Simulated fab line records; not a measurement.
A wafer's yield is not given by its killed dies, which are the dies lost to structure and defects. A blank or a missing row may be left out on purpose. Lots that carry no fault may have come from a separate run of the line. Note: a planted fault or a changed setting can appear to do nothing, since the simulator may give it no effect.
8D (eight disciplines) problem report, filled in by code | flow rit-cmos | the parts of the form that need people (team, actions taken, sign-off) are left out

1. THE ISSUE
PWELL_TW at RIT_PWELL_TW_MEAS_10 reads a mean of 2026 on 6 wafers of 2 lots; wafers without a fault read 961 with a standard deviation of 4.9. So: +99 or more standard deviations from the usual mean.
The first sign was on wafer L422.3 at day 5 02:13, on film-metro-03. At this step, 42 wafers from 14 lots have a number in the record. By rule, "out" or "out of limits" means more than 4 standard deviations away from the usual mean. The other wafers with a number count as sound.

2. WHAT IT IS, AND WHAT IT ISN'T
question                    | is                           | is not
which readings at this step | PWELL_TW                     | -
which lots                  | L422, L423                   | L407, L408, L410, L411, L413, L414, L416, L417, L427, L428, L429, L430
which wafers of those lots  | all that have a number       | -
read on which gauges        | film-metro-01, film-metro-03 | film-metro-04
when                        | from day 5 02:13             | up to then (24 sound wafers); but 12 sound wafers of L427, L428, L429, L430 came after

3. WHAT RULES OUT EACH SUSPECT
Counting: any tool at a process step up to the reading is kept as a suspect provided that every lot that is out went through it and no sound lot did after the first of them.
- the gauge at RIT_PWELL_TW_MEAS_10: ruled out. The wafers that are out were read on 2 gauges (film-metro-01, film-metro-03).
- litho-track-04 at RIT_NWELL_COAT_01 (resist thk 1300 nm): kept. Every lot that is out went through it, starting with L422 (day 4 23:06), and after that it ran no sound lot; the last sound lot it ran before then is L416 (day 3 16:58).
Remaining after the count: litho-track-04 at RIT_NWELL_COAT_01.

4. THE CAUSE (what the simulator had put in)
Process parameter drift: litho-track-04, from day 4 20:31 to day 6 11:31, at RIT_NWELL_COAT_01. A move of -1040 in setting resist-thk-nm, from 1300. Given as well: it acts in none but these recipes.
Only this tool survived the counting.

5. THE CHAIN OF EFFECTS, in route order
Rows list readings where the struck wafers' mean (over those with a number) sits beyond 3 standard deviations from the usual. Only readings for which the record gives a usual standard deviation are gone through. hours: the time from each lot's start at the first step in this table that gives one to its start at this step, as a median over the lots. sigmas: the change in usual standard deviations.
hours | step                 | reading  | usual | on struck wafers | change | sigmas
0     | RIT_PWELL_TW_MEAS_10 | PWELL_TW | 961   | 2026             | +1065  | +99 or more

6. HOW IT WOULD HAVE BEEN CAUGHT EARLIER
Counted from the fault's start at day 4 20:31, it took 6 hours until the first out-of-limits reading at a measuring or inspecting step in this record, taken at day 5 02:13.
An alarm limit of 4 standard deviations would not have fired on the tool readings at RIT_NWELL_COAT_01 for which the record gives a usual standard deviation, since none of them was out on any struck wafer.
Of the lots that are out (2), L423 began RIT_NWELL_COAT_01 on litho-track-04 after day 5 02:13. A tool hold placed at that time would have kept it from harm.
